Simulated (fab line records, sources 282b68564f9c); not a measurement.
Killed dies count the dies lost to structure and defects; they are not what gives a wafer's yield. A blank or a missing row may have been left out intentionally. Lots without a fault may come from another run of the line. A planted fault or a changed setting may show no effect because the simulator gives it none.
A struck lot beside a sound one :: flow rit cmos :: 14 out of 202 route steps
Sound: wafers L133.1, L133.2, L133.5. The struck wafers were L126.2, L126.3, L126.5. Last of all comes the cause.
Per side, at each step with rows, come the tool, then ch with its chambers, and then its first start. Under that, the readings that differ: sound wafers :: struck wafers :: difference of the means :: sigmas: that difference in standard deviations of wafers without a fault.
alike: readings whose means differ by less than 2 such deviations, and words and numbers that are the same on both sides. not compared: withheld readings, readings that some wafer has no value for, bounds like >300 that may hide the same value, and numbers for which the record gives no deviation and whose values overlap.
Wherever a step has rows on one side only, a row that says differs or no value, or a row with sigmas, the two part there. Non-overlapping numbers with no deviation appear without sigmas and do not part them. A reading missing from all wafers of one side parts the sides only when that side holds two or more wafers.

first, 1 step without rows for these wafers: RIT_FOX1_OXIDATION_00 (target thk 350.7 nm, ox time 1130 s).
RIT_FOX1_THK_MEAS_01:
  struck on film metro-03, day 3 14:12; sound on film metro-02, day 5 00:58
  alike: FOX1_OXIDE_THK
then, 2 steps without rows for these wafers: RIT_FOX1_WET_ETCH_02 (etches SiO2 in BOE, target depth 350 nm, time 390 s); RIT_FOX2_OXIDATION_00 (target thk 350.7 nm, ox time 1130 s).
RIT_FOX2_THK_MEAS_01:
  struck on film metro-03, day 3 15:43; sound on film metro-01, day 5 03:02
  alike: FOX2_OXIDE_THK
then, 2 steps without rows for these wafers: RIT_FOX2_CLEAN_02 (cleans in dHF, time 180 s); RIT_FOX2_WET_ETCH_03 (etches Si3N4 in H3PO4, target depth 195 nm, time 2700 s).
RIT_FOX2_THK_MEAS_90:
  struck on film metro-03, day 3 16:35; sound on film metro-04, day 5 03:59
  alike: FIELD_OXIDE_LEFT_1_THK
then, 4 steps without rows for these wafers: RIT_NWELL_HMDS_00 (prime time 60 s); RIT_NWELL_COAT_01 (resist thk 1300 nm); RIT_NWELL_SOFTBAKE_02 (time 60 s); RIT_NWELL_EXPOSE_03 (exposes mask M2, target cd 43900 nm).
RIT_NWELL_PEB_04:
  struck on litho track-01, day 3 17:24; sound on litho track-03 ch 0, day 5 04:37
reading: exhaust pa (Pa)
sound: 44.1 44.7 44.5
struck: - - -
difference: no value on the struck wafers
sigmas: 
  not compared: chill plate temp C
then, 1 step without rows for these wafers: RIT_NWELL_DEVELOP_05 (develop time 68 s).

## WHERE THEY PART
Only at RIT_NWELL_PEB_04, within this record.

WHY: the cause the simulator had injected
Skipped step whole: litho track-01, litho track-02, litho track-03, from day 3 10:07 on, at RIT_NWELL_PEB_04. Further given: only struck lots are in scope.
